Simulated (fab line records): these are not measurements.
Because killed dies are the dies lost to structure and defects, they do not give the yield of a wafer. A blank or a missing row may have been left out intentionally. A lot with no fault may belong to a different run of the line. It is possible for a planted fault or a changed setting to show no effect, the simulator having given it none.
fab line records | flow ritCmos
[record] lots = 6 | wafers = 18 | lastDay = 7
route steps=202 shown NRETRO@55 PRETRO@64
lots untouched by any fault: they come from a run of this same line in which no faults occurred
startH: hours from the record's first day to the start of the lot's first wafer shown | waitH: hours elapsed since this lot's preceding step | " repeats the value in the row above | L1.1+2: a row that stands for several wafers | - either no value or no given start | * or withheld: withheld | < > ~ a bound
route shown NAME@n: NAME is a module with steps in the file, n the number in the route of the first one | usual: mean/standard deviation taken from wafers without a fault | same: alike in all rows | chamber/n: place in a boat | sites: the reading at each site | _std_site: the standard deviation of these | _edge_site: inner sites' mean taken away from outer sites' mean | radiusMm: how far each site lies from the wafer's centre | mask NAME#n: copy n | behind: the tool/chamber that last shaped the wafer | hold: why the lot was held/for how many hours/how that ended | device: names the non-switching transistor (n, p or np) | end of line: the route-end tests of the same wafers | a step without rows: its recipe alone | killed: dies lost to structure and defects at the first sort, not the wafer's yield | map: per-die view of a wafer (x killed, . not killed, _ where there is no die)
set.NAME: setting as actually run; set.NAME@STEP: the setting as run at that earlier step | model.NAME: the simulator's own value behind a step, which no gauge read
lots seen at some steps along the route; tables by step, rows by wafer
services: from which hour (startH, from the record's first day; less than 0 if before it) a tool's chamber was out of use, for how many hours, and why
[[steps]]
[step RIT_NRETRO_SOFTBAKE_02]
[recipe] resist = NOVOLAK | tempC = 90 | timeS = 60
[step RIT_NRETRO_EXPOSE_03]
[recipe] maskId = M4 | na = 0.57 | targetCdNm = 43900 | doseMj = 250
[step RIT_NRETRO_PEB_04]
[recipe] resist = NOVOLAK | tempC = withheld | timeS = withheld
[step RIT_NRETRO_DEVELOP_05]
[recipe] resist = NOVOLAK | developTimeS = 68 | devTempC = 23
[step RIT_NRETRO_OVL_MEAS_06]
[usual] NRETRO_OVL = 0.2/1.2
lot.wafer | tool       | chamber | startH | waitH | NRETRO_OVL[nm]
L554.2    | overlay-01 | -       | 31.55  | -     | -0.8
L554.3    | "          | -       | "      | "     | 0.3
L554.6    | "          | -       | "      | "     | 0.4
L567.1    | overlay-02 | -       | 105.16 | -     | -0.2
L567.2    | "          | -       | "      | "     | -1.0
L567.3    | "          | -       | "      | "     | -1.4
L568.1    | overlay-01 | -       | 110.66 | -     | -0.8
L568.5    | "          | -       | "      | "     | -1.4
L568.6    | "          | -       | "      | "     | 1.1
L572.1    | overlay-02 | -       | 134.34 | -     | -0.1
L572.2    | "          | -       | "      | "     | -0.1
L572.4    | "          | -       | "      | "     | -0.8
L574.1    | overlay-01 | -       | 137.72 | -     | 0.0
L574.3    | "          | -       | "      | "     | 0.4
L574.4    | "          | -       | "      | "     | 1.5
L576.1    | overlay-02 | -       | 149.37 | -     | -0.1
L576.2    | "          | -       | "      | "     | -0.2
L576.3    | "          | -       | "      | "     | -0.1
[step RIT_NRETRO_HARDBAKE_07]
[recipe] resist = NOVOLAK | tempC = 140 | timeS = 120
[step RIT_NRETRO_IMPLANT_08]
[recipe] species = P | energyKev = 70 | doseCm2 = 1e+13 | tiltDeg = 6.656
[step RIT_NRETRO_STRIP_09]
[recipe] chemistry = O2 | timeS = 180 | resist = NOVOLAK | platenTempC = withheld | powerW = 500 | pressureMtorr = 4000 | o2FlowSccm = 4000
[usual] drypumpMotorCurrentA = 6.1/0.54
lot.wafer | tool           | chamber | startH | waitH | drypumpMotorCurrentA | rfHoursCounterH
L554.2    | plasmaAsher-02 | 1       | 31.98  | 0.1   | 6.3                  | 40
L554.3    | "              | 1       | "      | "     | 6.3                  | -
L554.6    | "              | 1       | "      | "     | 6.3                  | -
L567.1    | plasmaAsher-02 | 1       | 105.60 | 0.1   | 6.3                  | 48
L567.2    | "              | 0       | "      | "     | 6.6                  | 48
L567.3    | "              | 0       | "      | "     | 6.6                  | -
L568.1    | plasmaAsher-04 | 1       | 111.09 | 0.1   | 5.2                  | 43
L568.5    | "              | 1       | "      | "     | 5.2                  | -
L568.6    | "              | 0       | "      | "     | 5.3                  | -
L572.1    | plasmaAsher-02 | 1       | 134.78 | 0.1   | 6.3                  | 50
L572.2    | "              | 0       | "      | "     | 6.5                  | 50
L572.4    | "              | 1       | "      | "     | 6.3                  | -
L574.1    | plasmaAsher-02 | 1       | 138.39 | 0.1   | 6.3                  | 51
L574.3    | "              | 0       | "      | "     | 6.6                  | -
L574.4    | "              | 1       | "      | "     | 6.3                  | -
L576.1    | plasmaAsher-03 | 1       | 149.92 | 0.1   | 6.4                  | 32
L576.2    | "              | 0       | "      | "     | 6.0                  | 32
L576.3    | "              | 1       | "      | "     | 6.4                  | -
[step RIT_NRETRO_TW_MEAS_10]
[usual] NRETRO_TW = 1046/5.6
lot.wafer | tool         | chamber | startH | waitH | NRETRO_TW
L554.2    | filmMetro-04 | -       | 32.16  | 0.1   | 1039
L554.3    | "            | -       | "      | "     | 1043
L554.6    | "            | -       | "      | "     | 1042
L567.1    | filmMetro-01 | -       | 105.77 | 0.1   | 1055
L567.2    | "            | -       | "      | "     | 1050
L567.3    | "            | -       | "      | "     | 1050
L568.1    | filmMetro-01 | -       | 111.27 | 0.1   | 1055
L568.5    | "            | -       | "      | "     | 1047
L568.6    | "            | -       | "      | "     | 1052
L572.1    | filmMetro-02 | -       | 134.96 | 0.1   | 1049
L572.2    | "            | -       | "      | "     | 1055
L572.4    | "            | -       | "      | "     | 1045
L574.1    | filmMetro-04 | -       | 138.56 | 0.1   | 1036
L574.3    | "            | -       | "      | "     | 1038
L574.4    | "            | -       | "      | "     | 1035
L576.1    | filmMetro-02 | -       | 150.09 | 0.1   | 1053
L576.2    | "            | -       | "      | "     | 1052
L576.3    | "            | -       | "      | "     | 1049
[step RIT_PRETRO_HMDS_00]
[recipe] primeTimeS = 60 | primeTempC = 140
[step RIT_PRETRO_COAT_01]
[recipe] resist = NOVOLAK | spinRpm = 2000 | resistThkNm = 1300
[step RIT_PRETRO_SOFTBAKE_02]
[recipe] resist = NOVOLAK | tempC = 90 | timeS = 60
[step RIT_PRETRO_EXPOSE_03]
[recipe] maskId = M5 | na = 0.57 | targetCdNm = 43700 | doseMj = 250
[usual] exposureDoseMJCm2 = 249.89/0.24 | focusOffsetNm = 0.1/0.49
lot.wafer | tool            | chamber | startH | waitH | mask | exposureDoseMJCm2 | focusOffsetNm
L554.2    | ilineStepper-02 | 0       | 32.81  | 0.2   | M5#0 | 250.39            | -0.5
L554.3    | "               | 0       | "      | "     | M5#0 | 250.04            | -0.3
L554.6    | "               | 0       | "      | "     | M5#0 | 249.98            | 0.1
L567.1    | ilineStepper-01 | -       | 106.28 | 0.1   | M5#0 | -                 | -
L567.2    | "               | -       | "      | "     | M5#0 | -                 | -
L567.3    | "               | -       | "      | "     | M5#0 | -                 | -
L568.1    | ilineStepper-01 | -       | 111.78 | 0.1   | M5#0 | -                 | -
L568.5    | "               | -       | "      | "     | M5#0 | -                 | -
L568.6    | "               | -       | "      | "     | M5#0 | -                 | -
L572.1    | ilineStepper-01 | 0       | 135.59 | 0.2   | M5#0 | 249.27            | 0.0
L572.2    | "               | 0       | "      | "     | M5#0 | 249.73            | 0.5
L572.4    | "               | 0       | "      | "     | M5#0 | 249.40            | 0.2
L574.1    | ilineStepper-01 | 0       | 139.30 | 0.1   | M5#0 | 250.01            | -0.5
L574.3    | "               | 0       | "      | "     | M5#0 | 249.79            | -0.1
L574.4    | "               | 0       | "      | "     | M5#0 | 249.89            | 0.3
L576.1    | ilineStepper-02 | 0       | 150.61 | 0.1   | M5#0 | 249.71            | 1.0
L576.2    | "               | 0       | "      | "     | M5#0 | 249.66            | 0.0
L576.3    | "               | 0       | "      | "     | M5#0 | 249.81            | 1.3
[step RIT_PRETRO_PEB_04]
[recipe] resist = NOVOLAK | tempC = withheld | timeS = withheld
[[services]]
tool            | chamber | startH | hours | kind
plasmaAsher-02  | -       | 39.68  | 0.8   | repair
plasmaAsher-03  | -       | 42.53  | 45.4  | repair
ilineStepper-01 | -       | 57.30  | 1.7   | pm
plasmaAsher-02  | -       | 111.76 | 0.5   | repair
plasmaAsher-02  | -       | 127.91 | 2.8   | pm
[[key]]
[firstSign] step = RIT_PRETRO_EXPOSE_03 | reading = toolRecord | direction = missing
effect none on later readings
metAt RIT_PRETRO_EXPOSE_03
struckWafers L567.1,L567.2,L567.3,L568.1,L568.5,L568.6
sortLeftOut L567.1,L567.2,L567.3,L568.1,L568.5,L568.6
testerLeftOut L567,L568
[fault] kind = skippedStepWhole | tool = ilineStepper-01 | chamber = - | onsetH = 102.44 | steps = RIT_PRETRO_EXPOSE_03 | scope = struckLotsOnly
// testerLeftOut: of these lots the tester's yield and bins aren't shown, on N5 and GAA mostly nor the transistor test; their killed dies are dies lost to structure and defects alone, not to doping, threshold or leakage, so they don't give the yield
// sortLeftOut: the simulated sort isn't trusted on such a fault, so these wafers' sort isn't shown, and their yield isn't known
